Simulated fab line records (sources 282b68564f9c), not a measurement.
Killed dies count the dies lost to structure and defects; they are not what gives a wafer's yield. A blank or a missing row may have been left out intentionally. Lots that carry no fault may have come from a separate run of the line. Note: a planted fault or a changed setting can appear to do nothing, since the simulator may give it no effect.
Which tool is to blame? :: flow rit_cmos :: 14 lots with 42 wafers sampled at 2 steps, on a route of 202 steps

== WHAT THE GAUGES READ, wafer by wafer ==
The record holds no reading of a measuring or inspecting step that can be judged against a usual standard deviation.

== EACH LOT AND THE TOOL THAT RAN IT (in order: tool; ch and the chambers of the sampled wafers; start) ==
lot: L814
RIT_M1_STRIP_14: plasma_asher-02 ch 0,1, day 3 16:44
RIT_M1_PROBE_99: prober-01, day 3 18:42

lot: L815
RIT_M1_STRIP_14: plasma_asher-02 ch 0,1, day 3 18:50
RIT_M1_PROBE_99: prober-02, day 3 20:47

lot: L817
RIT_M1_STRIP_14: plasma_asher-04 ch 0,1, day 4 12:15
RIT_M1_PROBE_99: prober-02, day 4 14:10

lot: L819
RIT_M1_STRIP_14: plasma_asher-01 ch 0,1, day 4 19:51
RIT_M1_PROBE_99: prober-01, day 4 21:52

lot: L818
RIT_M1_STRIP_14: plasma_asher-04 ch 0,1, day 4 20:17
RIT_M1_PROBE_99: prober-02, day 4 23:22

lot: L821
RIT_M1_STRIP_14: plasma_asher-04 ch 0,1, day 5 10:49
RIT_M1_PROBE_99: prober-02, day 5 12:43

lot: L824
RIT_M1_STRIP_14: plasma_asher-02 ch 0,1, day 6 01:04
RIT_M1_PROBE_99: prober-01, day 6 03:02

lot: L826
RIT_M1_STRIP_14: plasma_asher-01 ch 0,1, day 6 06:11
RIT_M1_PROBE_99: prober-01, day 7 14:44

lot: L827
RIT_M1_STRIP_14: plasma_asher-01 ch 0,1, day 6 10:28
RIT_M1_PROBE_99: prober-02, day 7 14:44

lot: L828
RIT_M1_STRIP_14: plasma_asher-04 ch 0,1, day 6 13:50
RIT_M1_PROBE_99: prober-02, day 7 15:05

lot: L830
RIT_M1_STRIP_14: plasma_asher-02 ch 0,1, day 7 02:17
RIT_M1_PROBE_99: prober-01, day 7 15:08

lot: L832
RIT_M1_STRIP_14: plasma_asher-04 ch 0,1, day 7 12:21
RIT_M1_PROBE_99: prober-02, day 7 15:26

lot: L833
RIT_M1_STRIP_14: plasma_asher-04 ch 0,1, day 7 20:52
RIT_M1_PROBE_99: prober-02, day 7 22:47

lot: L835
RIT_M1_STRIP_14: plasma_asher-02 ch 0,1, day 8 06:44
RIT_M1_PROBE_99: prober-02, day 8 08:40
- RIT_M1_STRIP_14: strips in O2, time 180 s.
- RIT_M1_PROBE_99

== WHAT THE TOOLS THEMSELVES READ (means of the sampled wafers that have a number; where no wafer has one, the mark that the record gives instead) ==
RIT_M1_STRIP_14. Usual: drypump_motor_current_A 5.67 A, standard deviation 0.3.
lot: L814
tool: plasma_asher-02
drypump_motor_current_A (A): 5.31
flag: 

lot: L815
tool: plasma_asher-02
drypump_motor_current_A (A): 5.51
flag: 

lot: L817
tool: plasma_asher-04
drypump_motor_current_A (A): 5.83
flag: 

lot: L819
tool: plasma_asher-01
drypump_motor_current_A (A): 5.90
flag: 

lot: L818
tool: plasma_asher-04
drypump_motor_current_A (A): 5.84
flag: 

lot: L821
tool: plasma_asher-04
drypump_motor_current_A (A): 5.76
flag: 

lot: L824
tool: plasma_asher-02
drypump_motor_current_A (A): 5.32
flag: 

lot: L826
tool: plasma_asher-01
drypump_motor_current_A (A): 5.90
flag: 

lot: L827
tool: plasma_asher-01
drypump_motor_current_A (A): 5.73
flag: 

lot: L828
tool: plasma_asher-04
drypump_motor_current_A (A): 5.75
flag: 

lot: L830
tool: plasma_asher-02
drypump_motor_current_A (A): 5.30
flag: 

lot: L832
tool: plasma_asher-04
drypump_motor_current_A (A): 5.84
flag: 

lot: L833
tool: plasma_asher-04
drypump_motor_current_A (A): 5.83
flag: 

lot: L835
tool: plasma_asher-02
drypump_motor_current_A (A): 5.50
flag: 

RIT_M1_PROBE_99. Usual: defect_limited_yield 97.6 %, standard deviation 1.2; killed_at_M0_to_M3 0.0, standard deviation 0.12; killed_at_contacts 0.1, standard deviation 0.23; killed_at_front_end 6, standard deviation 3.1; killed_dies 6, standard deviation 3.1; killed_on_rim 1.7, standard deviation 1.3; killed_open 3.2, standard deviation 1.9; killed_short 3.2, standard deviation 2.1; sort_bin_3_pad_short 0.1 %, standard deviation 0.22; sort_bin_5_function 1.5 %, standard deviation 0.86; sort_bin_6_memory 0.9 %, standard deviation 0.61; sort_n_pass 258, standard deviation 3.1; sort_yield_pct 97.6 %, standard deviation 1.2.
lot: L814
tool: prober-01
defect_limited_yield (%): 97.8
killed_at_M0_to_M3: 0.0
killed_at_contacts: 0.0
killed_at_front_end: 6
killed_dies: 6
killed_on_rim: 1.3
killed_open: 3.0
killed_short: 2.7
sort_bin_3_pad_short (%): 0.0
sort_bin_5_function (%): 1.7
sort_bin_6_memory (%): 0.5
sort_n_pass: 258
sort_yield_pct (%): 97.8
flag: 

lot: L815
tool: prober-02
defect_limited_yield (%): 97.1
killed_at_M0_to_M3: 0.0
killed_at_contacts: 0.0
killed_at_front_end: 8
killed_dies: 8
killed_on_rim: 3.0
killed_open: 3.0
killed_short: 4.7
sort_bin_3_pad_short (%): 0.0
sort_bin_5_function (%): 2.0
sort_bin_6_memory (%): 0.9
sort_n_pass: 256
sort_yield_pct (%): 97.1
flag: 

lot: L817
tool: prober-02
defect_limited_yield (%): 98.2
killed_at_M0_to_M3: 0.0
killed_at_contacts: 0.0
killed_at_front_end: 5
killed_dies: 5
killed_on_rim: 1.0
killed_open: 1.7
killed_short: 3.0
sort_bin_3_pad_short (%): 0.3
sort_bin_5_function (%): 1.3
sort_bin_6_memory (%): 0.3
sort_n_pass: 259
sort_yield_pct (%): 98.2
flag: 

lot: L819
tool: prober-01
defect_limited_yield (%): 98.2
killed_at_M0_to_M3: 0.0
killed_at_contacts: 0.0
killed_at_front_end: 5
killed_dies: 5
killed_on_rim: 0.7
killed_open: 2.3
killed_short: 2.3
sort_bin_3_pad_short (%): 0.1
sort_bin_5_function (%): 1.2
sort_bin_6_memory (%): 0.5
sort_n_pass: 259
sort_yield_pct (%): 98.2
flag: 

lot: L818
tool: prober-02
defect_limited_yield (%): 98.4
killed_at_M0_to_M3: 0.0
killed_at_contacts: 0.0
killed_at_front_end: 4
killed_dies: 4
killed_on_rim: 0.7
killed_open: 2.0
killed_short: 2.3
sort_bin_3_pad_short (%): 0.1
sort_bin_5_function (%): 0.8
sort_bin_6_memory (%): 0.8
sort_n_pass: 260
sort_yield_pct (%): 98.4
flag: 

lot: L821
tool: prober-02
defect_limited_yield (%): 97.4
killed_at_M0_to_M3: 0.0
killed_at_contacts: 0.7
killed_at_front_end: 6
killed_dies: 7
killed_on_rim: 1.0
killed_open: 3.0
killed_short: 3.7
sort_bin_3_pad_short (%): 0.0
sort_bin_5_function (%): 1.4
sort_bin_6_memory (%): 1.2
sort_n_pass: 257
sort_yield_pct (%): 97.4
flag: 

lot: L824
tool: prober-01
defect_limited_yield (%): 97.6
killed_at_M0_to_M3: 0.0
killed_at_contacts: 0.0
killed_at_front_end: 6
killed_dies: 6
killed_on_rim: 1.7
killed_open: 4.0
killed_short: 2.0
sort_bin_3_pad_short (%): 0.1
sort_bin_5_function (%): 0.9
sort_bin_6_memory (%): 1.4
sort_n_pass: 258
sort_yield_pct (%): 97.6
flag: 

lot: L826
tool: prober-01
defect_limited_yield (%): 97.1
killed_at_M0_to_M3: 0.0
killed_at_contacts: 0.0
killed_at_front_end: 8
killed_dies: 8
killed_on_rim: 1.0
killed_open: 3.3
killed_short: 4.3
sort_bin_3_pad_short (%): 0.5
sort_bin_5_function (%): 1.9
sort_bin_6_memory (%): 0.5
sort_n_pass: 256
sort_yield_pct (%): 97.1
flag: 

lot: L827
tool: prober-02
defect_limited_yield (%): 97.7
killed_at_M0_to_M3: 0.0
killed_at_contacts: 0.0
killed_at_front_end: 6
killed_dies: 6
killed_on_rim: 2.0
killed_open: 3.7
killed_short: 2.3
sort_bin_3_pad_short (%): 0.1
sort_bin_5_function (%): 1.3
sort_bin_6_memory (%): 0.9
sort_n_pass: 258
sort_yield_pct (%): 97.7
flag: 

lot: L828
tool: prober-02
defect_limited_yield (%): 97.6
killed_at_M0_to_M3: 0.0
killed_at_contacts: 0.3
killed_at_front_end: 6
killed_dies: 6
killed_on_rim: 2.3
killed_open: 3.3
killed_short: 3.0
sort_bin_3_pad_short (%): 0.1
sort_bin_5_function (%): 1.5
sort_bin_6_memory (%): 0.8
sort_n_pass: 258
sort_yield_pct (%): 97.6
flag: 

lot: L830
tool: prober-01
defect_limited_yield (%): 97.7
killed_at_M0_to_M3: 0.0
killed_at_contacts: 0.0
killed_at_front_end: 6
killed_dies: 6
killed_on_rim: 0.7
killed_open: 2.3
killed_short: 3.7
sort_bin_3_pad_short (%): 0.1
sort_bin_5_function (%): 1.3
sort_bin_6_memory (%): 0.9
sort_n_pass: 258
sort_yield_pct (%): 97.7
flag: 

lot: L832
tool: prober-02
defect_limited_yield (%): 88.1
killed_at_M0_to_M3: 21.0
killed_at_contacts: 0.0
killed_at_front_end: 10
killed_dies: 31
killed_on_rim: 8.0
killed_open: 4.0
killed_short: 6.3
sort_bin_3_pad_short (%): 1.1
sort_bin_5_function (%): 7.9
sort_bin_6_memory (%): 2.8
sort_n_pass: 233
sort_yield_pct (%): 88.1
flag: OFF

lot: L833
tool: prober-02
defect_limited_yield (%): 87.9
killed_at_M0_to_M3: 21.0
killed_at_contacts: 0.0
killed_at_front_end: 11
killed_dies: 32
killed_on_rim: 9.3
killed_open: 6.0
killed_short: 5.0
sort_bin_3_pad_short (%): 1.9
sort_bin_5_function (%): 7.6
sort_bin_6_memory (%): 2.6
sort_n_pass: 232
sort_yield_pct (%): 87.9
flag: OFF

lot: L835
tool: prober-02
defect_limited_yield (%): 98.2
killed_at_M0_to_M3: 0.0
killed_at_contacts: 0.0
killed_at_front_end: 5
killed_dies: 5
killed_on_rim: 1.3
killed_open: 2.3
killed_short: 2.3
sort_bin_3_pad_short (%): 0.1
sort_bin_5_function (%): 0.9
sort_bin_6_memory (%): 0.8
sort_n_pass: 259
sort_yield_pct (%): 98.2
flag: 

== THE ANSWER, worked out from the rows above alone ==
Rule: a lot counts as off when the mean over its wafers that have a number is more than 3 standard deviations away from the usual mean. A lot without any number at a reading at which 4 lots or more have one is off too. Any other lot the step has rows for is counted as sound. First the gauges in route order, then the tools' own readings, where a lot's mean is used as printed above. At the first step where some lot is off, the reading lying furthest off is the one used; lots without a number count as furthest.
Off, at RIT_M1_PROBE_99 on killed_at_M0_to_M3: L832, L833.
If a tool, at that step or one of the process steps before it, ran each lot that is off and ran no sound lot following the first of them, it fits. One fits: RIT_M1_STRIP_14 on plasma_asher-04. A fault onset in the window from L828 (day 6 13:50, its last sound lot) to L832 (day 7 12:21, its first lot off) fits.

== WHAT THE SIMULATOR HAD PUT IN ==
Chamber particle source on plasma_asher-04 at RIT_M1_STRIP_14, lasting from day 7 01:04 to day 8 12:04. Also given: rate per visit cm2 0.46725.
Struck lots among those shown: L832, L833. The rule above reached the same finding.
